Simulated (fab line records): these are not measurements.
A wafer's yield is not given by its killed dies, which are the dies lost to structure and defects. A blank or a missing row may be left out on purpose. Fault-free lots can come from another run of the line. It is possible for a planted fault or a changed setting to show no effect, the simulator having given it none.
fab line records | flow berkeley-cmos170 | part 1 of 2: steps 1 to 28 of 41
record lots=5 wafers=15 last-day=12
route steps=331 shown NWELL@22 PWELL@34 WELLDRIVE@55 ACTIVE@60
lots with no fault: from the same line, run without faults
start-h: start of the lot's first displayed wafer, in hours after the record's first day | wait-h: how many hours have passed since the lot's step before this one | " as in the row above | L1.1+2: one row covering several wafers at once | - no value, or no start was given | * or withheld: withheld | < > ~ a bound
route shown NAME@n: a module of which the file shows steps, and the number in the route of the first | usual: mean/standard deviation taken from wafers without a fault | same: alike in all rows | chamber/n: place in a boat | sites: each site's reading | _std_site: standard deviation of those values | _edge_site: inner sites' mean taken away from outer sites' mean | radius-mm: for every site, how far away it sits from the centre of the wafer | mask NAME#n: copy n | behind: the last tool/chamber to shape the wafer | hold: the reason the lot was held/the length of the hold in hours/how it ended | device: names the non-switching transistor (n, p or np) | end of line: the tests these same wafers got at the end of their route | a step without rows: its recipe alone | killed: the dies lost at the first sort to structure and to defects; this is not the yield of the wafer | map: per-die view of a wafer (x killed, . not killed, _ where there is no die)
set.NAME: the setting as run; set.NAME@STEP: as run at that earlier step | model.NAME: the simulator's own value behind a step, which no gauge read
lots at some steps of the route; a table a step, a row a wafer
services: from which hour (start-h, from the record's first day; less than 0 if before it) a tool's chamber was out of use, for how many hours, and why
## steps
# step UCB170_NWELL_SOFTBAKE_08
# recipe resist=KrF temp-c=130 time-s=60
# usual exhaust-pa=45.1/0.89
# columns lot.wafer tool chamber start-h wait-h exhaust-pa
L075.1 litho-track-03 0 38.61 0.1 46.2
L075.2 " 0 " " 45.3
L075.3 " 0 " " 45.8
L085.2 litho-track-04 0 82.41 0.1 46.4
L085.3 " 0 " " 44.2
L085.4 " 0 " " 44.6
L089.2 litho-track-03 0 109.82 0.1 44.9
L089.3 " 0 " " 45.7
L089.4 " 0 " " 45.7
L093.1 litho-track-02 0 123.81 0.1 44.1
L093.2 " 0 " " 43.7
L093.3 " 0 " " 43.6
L095.1 litho-track-02 0 140.43 0.1 45.1
L095.2 " 0 " " 44.6
L095.4 " 0 " " 46.7
# step UCB170_NWELL_EXPOSE_09
# recipe mask-id=NWELL target-cd-nm=3000 na=0.5 sigma-outer=0.6 source-shape=conventional dose-mj=25
# columns lot.wafer tool chamber start-h wait-h mask
L075.1+2+3 krf-scanner-02 0 39.01 0.4 NWELL#0
L085.2+3+4 krf-scanner-01 0 82.79 0.4 NWELL#0
L089.2+3+4 krf-scanner-01 0 110.09 0.2 NWELL#0
L093.1+2+3 krf-scanner-01 0 124.13 0.3 NWELL#0
L095.1+2+4 krf-scanner-02 0 140.58 0.1 NWELL#0
# step UCB170_NWELL_PEB_10
# recipe peb-temp-c=130 peb-time-s=withheld resist=KrF
# usual exhaust-pa=45.1/1
# columns lot.wafer tool chamber start-h wait-h exhaust-pa
L075.1 litho-track-04 0 39.12 0.1 45.7
L075.2 " 0 " " 44.7
L075.3 " 0 " " 47.6
L085.2 litho-track-03 0 82.91 0.1 43.0
L085.3 " 0 " " 43.8
L085.4 " 0 " " 43.1
L089.2 litho-track-03 0 110.22 0.1 45.2
L089.3 " 0 " " 44.9
L089.4 " 0 " " 44.0
L093.1 litho-track-04 0 124.44 0.3 46.2
L093.2 " 0 " " 46.2
L093.3 " 0 " " 46.4
L095.1 litho-track-03 0 140.95 0.3 45.9
L095.2 " 0 " " 46.4
L095.4 " 0 " " 45.8
# step UCB170_NWELL_DEVELOP_11
# recipe developer=TMAH develop-time-s=45 resist=KrF dev-temp-c=21
# usual developer-temp-C=21.00/0.11 exhaust-pa=44.9/0.79
# columns lot.wafer tool chamber start-h wait-h developer-temp-C exhaust-pa
L075.1 litho-track-04 0 - - 20.98 45.4
L075.2 " 0 " " 21.03 43.5
L075.3 " 0 " " 21.00 44.0
L085.2 litho-track-03 0 - - 21.12 45.5
L085.3 " 0 " " 21.10 43.7
L085.4 " 0 " " 21.08 45.0
L089.2 litho-track-03 0 - - 20.87 45.2
L089.3 " 0 " " 20.89 45.8
L089.4 " 0 " " 21.14 46.6
L093.1 litho-track-04 0 - - 21.06 44.6
L093.2 " 0 " " 21.02 46.2
L093.3 " 0 " " 20.98 45.3
L095.1 litho-track-03 0 - - 21.14 44.6
L095.2 " 0 " " 20.97 44.6
L095.4 " 0 " " 21.05 45.8
# step UCB170_NWELL_OVL_MEAS_12
# usual NWELL_OVL=3/5.4
# columns lot.wafer tool chamber start-h wait-h NWELL_OVL[nm]
L075.1 overlay-02 - 39.40 - 6
L075.2 " - " " 2
L075.3 " - " " 0
L085.2 overlay-01 - 83.17 - 0
L085.3 " - " " -6
L085.4 " - " " 8
L089.2 overlay-01 - 110.47 - 4
L089.3 " - " " 0
L089.4 " - " " 0
L093.1 overlay-02 - 124.71 - 1
L093.2 " - " " 8
L093.3 " - " " -4
L095.1 overlay-02 - 141.22 - 4
L095.2 " - " " 3
L095.4 " - " " 2
# step UCB170_NWELL_ETCH_13
# recipe chemistry=CH3F/Ar/O2 target=Si3N4 stop-on=SiO2 CH3F_flow_sccm=20 Ar_flow_sccm=50 O2_flow_sccm=7 pressure-mtorr=50 rf-w=450 target-depth-a=2464 over-etch-frac=0.1 time-s=154
# usual drypump-motor-current-A=5.7/0.52 oes-product-au=0.942/0.019 throttle-valve-pct=8.07/0.15
# columns lot.wafer tool chamber start-h wait-h drypump-motor-current-A oes-product-au rf-hours-counter-h throttle-valve-pct
L075.1 rie-diel-02 3 39.43 0.0 5.8 0.940 97 8.32
L075.2 " 2 " " 5.7 0.959 13 7.89
L075.3 " 1 " " 6.3 0.950 96 7.87
L085.2 rie-diel-03 3 83.20 0.0 6.5 0.936 139 8.03
L085.3 " 2 " " 5.9 0.936 146 8.24
L085.4 " 1 " " 5.7 0.954 15 8.16
L089.2 rie-diel-02 3 110.50 0.0 5.8 0.937 100 8.32
L089.3 " 2 " " 5.7 0.953 16 7.89
L089.4 " 0 " " 5.5 0.947 115 8.07
L093.1 rie-diel-03 0 124.75 0.0 6.1 0.946 8 8.00
L093.2 " 2 " " 5.9 0.924 148 8.24
L093.3 " 1 " " 5.7 0.942 17 8.17
L095.1 rie-diel-04 0 141.26 0.0 6.3 0.965 119 7.89
L095.2 " 2 " " 5.0 0.939 8 8.27
L095.4 " 1 " " 4.8 0.954 3 8.09
# step UCB170_NWELL_IMPLANT_14
# recipe species=P dose-cm2=1e+13 energy-kev=150 tilt-deg=7
# columns lot.wafer tool chamber start-h wait-h
L075.1+2+3 implanter-04 0 39.54 0.1
L085.2+3+4 implanter-02 0 83.33 0.1
L089.2+3+4 implanter-04 0 110.63 0.1
L093.1+2+3 implanter-02 0 124.85 0.1
L095.1+2+4 implanter-04 0 141.36 0.1
# step UCB170_NWELL_STRIP_15
# recipe chemistry=O2 power-w=400 pressure-mtorr=3500 platen-temp-c=withheld o2-flow-sccm=400 overash-fraction=0.5
# usual drypump-motor-current-A=5.6/0.43 oes-product-au=0.721/0.0044 strip-time-to-endpoint-s=18.00/0.083
# same overash-fraction=0.5
# columns lot.wafer tool chamber start-h wait-h drypump-motor-current-A oes-product-au rf-hours-counter-h strip-time-to-endpoint-s
L075.1 plasma-asher-03 0 39.69 0.1 5.5 0.724 31 17.85
L075.2 " 1 " " 5.1 0.714 31 17.92
L075.3 " 0 " " 5.5 0.718 - 17.96
L085.2 plasma-asher-01 1 83.45 0.1 5.9 0.717 30 18.20
L085.3 " 1 " " 5.8 0.717 - 18.11
L085.4 " 0 " " 5.0 0.717 - 18.08
L089.2 plasma-asher-04 0 110.75 0.1 6.2 0.719 37 17.93
L089.3 " 1 " " 5.5 0.727 - 18.00
L089.4 " 0 " " 6.2 0.719 - 17.88
L093.1 plasma-asher-01 1 125.00 0.1 5.9 0.720 35 18.04
L093.2 " 0 " " 5.0 0.716 35 18.05
L093.3 " 1 " " 5.8 0.726 - 18.23
L095.1 plasma-asher-01 0 141.51 0.1 5.1 0.727 37 17.82
L095.2 " 1 " " 5.8 0.725 37 18.02
L095.4 " 0 " " 5.0 0.726 - 18.04
# step UCB170_NWELL_TW_MEAS_16
# usual NWELL_TW=1244/12
# columns lot.wafer tool chamber start-h wait-h NWELL_TW
L075.1 film-metro-03 - 39.79 0.1 1249
L075.2 " - " " 1249
L075.3 " - " " 1257
L085.2 film-metro-03 - 83.56 0.1 1248
L085.3 " - " " 1251
L085.4 " - " " 1256
L089.2 film-metro-04 - 110.86 0.1 1231
L089.3 " - " " 1233
L089.4 " - " " 1235
L093.1 film-metro-03 - 125.10 0.1 1245
L093.2 " - " " 1258
L093.3 " - " " 1251
L095.1 film-metro-03 - 141.61 0.1 1250
L095.2 " - " " 1249
L095.4 " - " " 1250
# step UCB170_NWELL_CLEAN_17
# recipe chemistry=SPM temp-c=120 time-s=600
# usual bath-guard-temp-C=120.1/0.64
# columns lot.wafer tool chamber start-h wait-h bath-guard-temp-C
L075.1 wet-bench-01 0 40.33 0.5 119.9
L075.2 " 0 " " 119.9
L075.3 " 0 " " 119.6
L085.2 wet-bench-04 1 83.61 0.0 120.1
L085.3 " 1 " " 120.5
L085.4 " 1 " " 120.5
L089.2 wet-bench-01 1 110.91 0.0 119.0
L089.3 " 1 " " 119.1
L089.4 " 1 " " 119.5
L093.1 wet-bench-04 0 125.21 0.1 121.5
L093.2 " 0 " " 121.1
L093.3 " 0 " " 121.1
L095.1 wet-bench-04 0 141.67 0.1 121.2
L095.2 " 0 " " 121.4
L095.4 " 0 " " 120.9
# step UCB170_NWELL_WET_ETCH_18
# recipe chemistry=H3PO4 target=Si3N4 temp-c=160 time-s=14400
# usual bath-guard-temp-C=160.0/0.68
# columns lot.wafer tool chamber start-h wait-h bath-guard-temp-C
L075.1 wet-bench-02 1 40.52 0.0 160.1
L075.2 " 1 " " 160.3
L075.3 " 1 " " 160.3
L085.2 wet-bench-01 3 83.80 0.0 160.3
L085.3 " 3 " " 159.8
L085.4 " 3 " " 160.4
L089.2 wet-bench-04 0 111.11 0.0 161.1
L089.3 " 0 " " 161.1
L089.4 " 0 " " 161.1
L093.1 wet-bench-04 1 125.40 0.0 160.7
L093.2 " 1 " " 160.7
L093.3 " 1 " " 160.6
L095.1 wet-bench-02 0 141.85 0.0 160.2
L095.2 " 0 " " 160.3
L095.4 " 0 " " 160.3
# step UCB170_NWELL_WET_ETCH_19
# recipe chemistry=BOE dilution=5:1 target=SiO2 temp-c=25 time-s=22
# columns lot.wafer tool chamber start-h wait-h
L075.1+2+3 wet-bench-01 3 44.53 0.0
L085.2+3+4 wet-bench-04 2 88.27 0.1
L089.2+3+4 wet-bench-04 3 115.52 0.0
L093.1+2+3 wet-bench-02 0 130.06 0.3
L095.1+2+4 wet-bench-02 2 146.12 0.3
# step UCB170_PWELL_CLEAN_00
# recipe chemistry=SPM temp-c=120 time-s=600
# usual bath-guard-temp-C=120.0/0.6
# columns lot.wafer tool chamber start-h wait-h bath-guard-temp-C
L075.1 wet-bench-02 3 44.55 0.0 119.6
L075.2 " 3 " " 119.6
L075.3 " 3 " " 119.4
L085.2 wet-bench-01 1 88.41 0.1 119.2
L085.3 " 1 " " 119.3
L085.4 " 1 " " 119.3
L089.2 wet-bench-04 3 115.73 0.2 120.7
L089.3 " 3 " " 120.8
L089.4 " 3 " " 120.5
L093.1 wet-bench-02 0 130.25 0.2 120.1
L093.2 " 0 " " 120.1
L093.3 " 0 " " 119.9
L095.1 wet-bench-02 3 146.32 0.2 119.6
L095.2 " 3 " " 119.5
L095.4 " 3 " " 119.7
# step UCB170_PWELL_CLEAN_01
# recipe chemistry=dHF dilution=25:1 time-s=60
# columns lot.wafer tool chamber start-h wait-h
L075.1+2+3 wet-bench-01 0 44.72 0.0
L085.2+3+4 wet-bench-01 3 88.83 0.2
L089.2+3+4 wet-bench-04 0 115.95 0.0
L093.1+2+3 wet-bench-02 1 130.45 0.0
L095.1+2+4 wet-bench-02 2 146.54 0.0
# step UCB170_PWELL_OXIDATION_02
# recipe temp-c=1000 ambient=O2 target-thk-a=264 ox-time-s=1260
# columns lot.wafer tool chamber start-h wait-h
L075.1+2+3 furnace-02 0 46.87 2.1
L085.2+3+4 furnace-01 0 91.48 2.6
L089.2+3+4 furnace-01 0 119.23 3.3
L093.1+2+3 furnace-02 0 133.16 2.7
L095.1+2+4 furnace-02 0 149.60 3.0
# step UCB170_PWELL_THK_MEAS_03
# recipe reads=SiO2_of_PWELL_OXIDATION_02
# usual PWELL_OXIDE_THK=26.7/0.42
# columns lot.wafer tool chamber start-h wait-h PWELL_OXIDE_THK[nm]
L075.1 film-metro-04 - 48.22 0.0 26.3
L075.2 " - " " 26.8
L075.3 " - " " 26.4
L085.2 film-metro-03 - 92.84 0.0 26.0
L085.3 " - " " 26.8
L085.4 " - " " 26.4
L089.2 film-metro-03 - 120.59 0.0 27.1
L089.3 " - " " 26.7
L089.4 " - " " 27.2
L093.1 film-metro-04 - 134.51 0.0 26.3
L093.2 " - " " 26.1
L093.3 " - " " 26.1
L095.1 film-metro-02 - 150.95 0.0 27.1
L095.2 " - " " 27.2
L095.4 " - " " 27.3
# step UCB170_PWELL_ANNEAL_04
# recipe temp-c=1000 time-s=900 ambient=N2
# columns lot.wafer tool chamber start-h wait-h
L075.1+2+3 furnace-04 0 50.65 2.4
L085.2+3+4 furnace-01 0 95.68 2.8
L089.2+3+4 furnace-02 0 123.48 2.9
L093.1+2+3 furnace-04 0 137.22 2.7
L095.1+2+4 furnace-04 0 153.91 2.9
# step UCB170_PWELL_CVD_05
# recipe material=Si3N4 target-thk-nm=220 temp-c=800 precursor=SiH2Cl2/NH3 time-s=3300 pressure-mtorr=200 sih2cl2-flow-sccm=25 nh3-flow-sccm=75
# columns lot.wafer tool chamber start-h wait-h
L075.1+2+3 lpcvd-01 0 53.25 1.4
L085.2+3+4 lpcvd-02 0 96.93 0.0
L089.2+3+4 lpcvd-02 1 124.73 0.0
L093.1+2+3 lpcvd-02 0 138.62 0.1
L095.1+2+4 lpcvd-02 1 156.83 1.7
# step UCB170_PWELL_THK_MEAS_06
# recipe reads=Si3N4_of_PWELL_CVD_05
# usual PWELL_NITRIDE_THK=221.0/2.2
# columns lot.wafer tool chamber start-h wait-h PWELL_NITRIDE_THK[nm]
L075.1 film-metro-04 - 55.17 0.0 219.7
L075.2 " - " " 218.7
L075.3 " - " " 221.0
L085.2 film-metro-04 - 98.86 0.0 220.1
L085.3 " - " " 220.6
L085.4 " - " " 221.7
L089.2 film-metro-04 - 126.67 0.0 221.0
L089.3 " - " " 220.5
L089.4 " - " " 218.3
L093.1 film-metro-04 - 140.54 0.0 225.0
L093.2 " - " " 223.8
L093.3 " - " " 222.0
L095.1 film-metro-02 - 158.75 0.0 223.2
L095.2 " - " " 223.2
L095.4 " - " " 224.9
# step UCB170_PWELL_HMDS_07
# recipe prime-time-s=60 prime-temp-c=100
# usual exhaust-pa=44.9/0.83
# columns lot.wafer tool chamber start-h wait-h exhaust-pa
L075.1 litho-track-03 0 55.23 0.1 43.9
L075.2 " 0 " " 44.6
L075.3 " 0 " " 43.9
L085.2 litho-track-02 0 98.94 0.1 44.1
L085.3 " 0 " " 46.7
L085.4 " 0 " " 45.2
L089.2 litho-track-01 0 126.74 0.1 45.3
L089.3 " 0 " " 45.0
L089.4 " 0 " " 45.1
L093.1 litho-track-02 0 140.86 0.3 45.3
L093.2 " 0 " " 45.4
L093.3 " 0 " " 44.9
L095.1 litho-track-02 0 158.81 0.1 45.4
L095.2 " 0 " " 46.3
L095.4 " 0 " " 46.1
# step UCB170_PWELL_COAT_08
# recipe resist=KrF spin-rpm=1500 resist-thk-nm=900
# usual exhaust-pa=45.1/0.94
# columns lot.wafer tool chamber start-h wait-h exhaust-pa
L075.1 litho-track-03 0 55.38 0.1 44.3
L075.2 " 0 " " 44.5
L075.3 " 0 " " 45.0
L085.2 litho-track-02 0 99.09 0.1 46.1
L085.3 " 0 " " 45.4
L085.4 " 0 " " 45.8
L089.2 litho-track-01 0 126.89 0.1 45.1
L089.3 " 0 " " 46.0
L089.4 " 0 " " 45.3
L093.1 litho-track-02 0 141.01 0.1 44.1
L093.2 " 0 " " 43.3
L093.3 " 0 " " 44.3
L095.1 litho-track-02 0 158.96 0.1 45.0
L095.2 " 0 " " 45.8
L095.4 " 0 " " 44.4
# step UCB170_PWELL_SOFTBAKE_09
# recipe resist=KrF temp-c=130 time-s=60
# usual exhaust-pa=45.0/0.85
# columns lot.wafer tool chamber start-h wait-h exhaust-pa
L075.1 litho-track-03 0 55.53 0.1 44.6
L075.2 " 0 " " 45.4
L075.3 " 0 " " 45.6
L085.2 litho-track-02 0 99.24 0.1 45.3
L085.3 " 0 " " 44.7
L085.4 " 0 " " 45.2
L089.2 litho-track-01 0 127.04 0.1 44.5
L089.3 " 0 " " 44.5
L089.4 " 0 " " 46.4
L093.1 litho-track-02 0 141.16 0.1 45.1
L093.2 " 0 " " 43.4
L093.3 " 0 " " 44.7
L095.1 litho-track-02 0 159.11 0.1 45.8
L095.2 " 0 " " 44.5
L095.4 " 0 " " 45.1
# step UCB170_PWELL_EXPOSE_10
# recipe mask-id=PWELL target-cd-nm=3000 na=0.5 sigma-outer=0.6 source-shape=conventional dose-mj=19
# columns lot.wafer tool chamber start-h wait-h mask
L075.1+2+3 krf-scanner-02 0 55.99 0.4 PWELL#0
L085.2+3+4 krf-scanner-02 0 99.51 0.2 PWELL#0
L089.2+3+4 krf-scanner-01 0 127.18 0.1 PWELL#0
L093.1+2+3 krf-scanner-02 0 141.43 0.2 PWELL#0
L095.1+2+4 krf-scanner-02 0 159.56 0.4 PWELL#0
# step UCB170_PWELL_PEB_11
# recipe peb-temp-c=130 peb-time-s=withheld resist=KrF
# usual exhaust-pa=44.9/0.88
# columns lot.wafer tool chamber start-h wait-h exhaust-pa
L075.1 litho-track-02 0 56.38 0.4 45.1
L075.2 " 0 " " 45.2
L075.3 " 0 " " 45.5
L085.2 litho-track-02 0 99.63 0.1 45.0
L085.3 " 0 " " 45.7
L085.4 " 0 " " 44.1
L089.2 litho-track-02 0 127.31 0.1 44.1
L089.3 " 0 " " 43.3
L089.4 " 0 " " 44.0
L093.1 litho-track-03 0 141.95 0.5 45.7
L093.2 " 0 " " 45.1
L093.3 " 0 " " 44.8
L095.1 litho-track-03 0 159.68 0.1 45.8
L095.2 " 0 " " 44.5
L095.4 " 0 " " 44.6
# step UCB170_PWELL_DEVELOP_12
# recipe developer=TMAH develop-time-s=45 resist=KrF dev-temp-c=21
# usual developer-temp-C=20.98/0.12 exhaust-pa=44.9/0.84
# columns lot.wafer tool chamber start-h wait-h developer-temp-C exhaust-pa
L075.1 litho-track-02 0 - - 21.04 46.0
L075.2 " 0 " " 20.93 46.1
L075.3 " 0 " " 20.94 44.3
L085.2 litho-track-02 0 - - 20.72 44.4
L085.3 " 0 " " 21.00 44.4
L085.4 " 0 " " 20.74 44.0
L089.2 litho-track-02 0 - - 20.99 45.6
L089.3 " 0 " " 21.17 44.8
L089.4 " 0 " " 21.16 43.7
L093.1 litho-track-03 0 - - 20.95 44.8
L093.2 " 0 " " 21.14 45.5
L093.3 " 0 " " 20.97 45.9
L095.1 litho-track-03 0 - - 20.96 44.5
L095.2 " 0 " " 20.91 44.6
L095.4 " 0 " " 20.86 46.4
# step UCB170_PWELL_OVL_MEAS_13
# usual PWELL_OVL=1/5.4
# columns lot.wafer tool chamber start-h wait-h PWELL_OVL[nm]
L075.1 overlay-02 - 56.65 - -2
L075.2 " - " " -1
L075.3 " - " " -7
L085.2 overlay-02 - 99.88 - 1
L085.3 " - " " 10
L085.4 " - " " 4
L089.2 overlay-01 - 127.56 - 0
L089.3 " - " " -2
L089.4 " - " " 1
L093.1 overlay-02 - 142.22 - 3
L093.2 " - " " -6
L093.3 " - " " 7
L095.1 overlay-02 - 159.95 - -5
L095.2 " - " " -3
L095.4 " - " " -2
# step UCB170_PWELL_ETCH_14
# recipe chemistry=CH3F/Ar/O2 target=Si3N4 stop-on=SiO2 CH3F_flow_sccm=20 Ar_flow_sccm=50 O2_flow_sccm=7 pressure-mtorr=50 rf-w=450 target-depth-a=2420 over-etch-frac=0.1 time-s=151
# usual drypump-motor-current-A=5.9/0.37 oes-product-au=0.944/0.013 throttle-valve-pct=8.09/0.12
# columns lot.wafer tool chamber start-h wait-h drypump-motor-current-A oes-product-au rf-hours-counter-h throttle-valve-pct
L075.1 rie-diel-02 2 56.69 0.0 5.7 0.951 14 7.91
L075.2 " 0 " " 5.5 0.952 113 8.08
L075.3 " 1 " " 6.3 0.958 96 7.86
L085.2 rie-diel-03 2 99.91 0.0 6.0 0.922 147 8.26
L085.3 " 3 " " 6.5 0.929 140 8.04
L085.4 " 0 " " 6.1 0.947 7 8.02
L089.2 rie-diel-01 2 127.59 0.0 6.0 0.931 77 8.04
L089.3 " 1 " " 5.4 0.940 48 8.01
L089.4 " 0 " " 6.2 0.953 111 8.02
L093.1 rie-diel-03 2 142.26 0.0 5.9 0.939 150 8.25
L093.2 " 1 " " 5.7 0.948 18 8.16
L093.3 " 3 " " 6.5 0.941 142 8.03
L095.1 rie-diel-02 0 159.99 0.0 5.5 0.948 117 8.06
L095.2 " 1 " " 6.3 0.959 100 7.88
L095.4 " 2 " " 5.7 0.971 18 7.92
# step UCB170_PWELL_IMPLANT_15
# recipe species=B dose-cm2=5e+12 energy-kev=60 tilt-deg=7
# columns lot.wafer tool chamber start-h wait-h
L075.1+2+3 implanter-02 0 56.79 0.1
L085.2+3+4 implanter-04 0 100.04 0.1
L089.2+3+4 implanter-01 0 127.72 0.1
L093.1+2+3 implanter-04 0 142.71 0.4
L095.1+2+4 implanter-02 0 160.09 0.1
